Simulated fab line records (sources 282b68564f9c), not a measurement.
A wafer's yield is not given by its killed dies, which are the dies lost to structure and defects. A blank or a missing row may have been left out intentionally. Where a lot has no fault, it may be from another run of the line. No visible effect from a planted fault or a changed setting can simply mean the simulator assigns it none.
Which tool was responsible? | flow rit_cmos | 11 lots, 33 wafers sampled, at 2 steps of a route of 202

== WHAT EACH GAUGE READ, for each wafer ==
RIT_NSD_TW_MEAS_10.
lot  | measured    | on            | NSD_TW
L921 | day 3 04:11 | film_metro-02 | 3105 3110 3098
L922 | day 3 09:14 | film_metro-02 | 3104 3107 3117
L923 | day 3 11:17 | film_metro-03 | 3129 3122 3105
L925 | day 4 04:32 | film_metro-03 | 3134 3124 3111
L928 | day 4 19:35 | film_metro-04 | 3146 3147 3144
L930 | day 5 05:53 | film_metro-03 | 3158 3148 3176
L932 | day 5 17:26 | film_metro-03 | 3133 3118 3128
L936 | day 6 05:50 | film_metro-03 | 3118 3124 3120
L938 | day 6 18:52 | film_metro-03 | 3112 3126 3123
L943 | day 7 23:28 | film_metro-03 | 3103 3115 3117
L944 | day 8 11:24 | film_metro-03 | 3125 3103 3098

== EACH LOT AND THE TOOL THAT RAN IT (in order: tool; ch and the chambers of the sampled wafers; start) ==
lot  | RIT_NSD_IMPLANT_08
L921 | implanter-01 ch 0, day 3 03:54
L922 | implanter-01 ch 0, day 3 08:55
L923 | implanter-02 ch 0, day 3 10:59
L925 | implanter-01 ch 0, day 4 04:13
L928 | implanter-01 ch 0, day 4 19:17
L930 | implanter-01 ch 0, day 5 05:35
L932 | implanter-02 ch 0, day 5 17:08
L936 | implanter-03 ch 0, day 6 05:32
L938 | implanter-03 ch 0, day 6 18:34
L943 | implanter-03 ch 0, day 7 23:08
L944 | implanter-03 ch 0, day 8 11:04
- RIT_NSD_IMPLANT_08

== THE ANSWER, worked out from the rows above alone ==
Rule: the usual values come from the lots themselves. Put in order of their means at a reading, lots are off if they are a third of the lots or fewer, leave a main group of 4 or more, and stand apart from it by a gap of 3 or more times the standard deviation of the main group's means; of several such gaps the widest counts. If all means in a main group match to the digits the tables above print for the reading, that group is not used. A lot without any number at a reading at which 4 lots or more have one is off too. Where the step has rows for the other lots, those lots are counted as sound.
None of the lots is off at any reading shown; this tells nothing.

== WHAT THE SIMULATOR HAD PUT IN ==
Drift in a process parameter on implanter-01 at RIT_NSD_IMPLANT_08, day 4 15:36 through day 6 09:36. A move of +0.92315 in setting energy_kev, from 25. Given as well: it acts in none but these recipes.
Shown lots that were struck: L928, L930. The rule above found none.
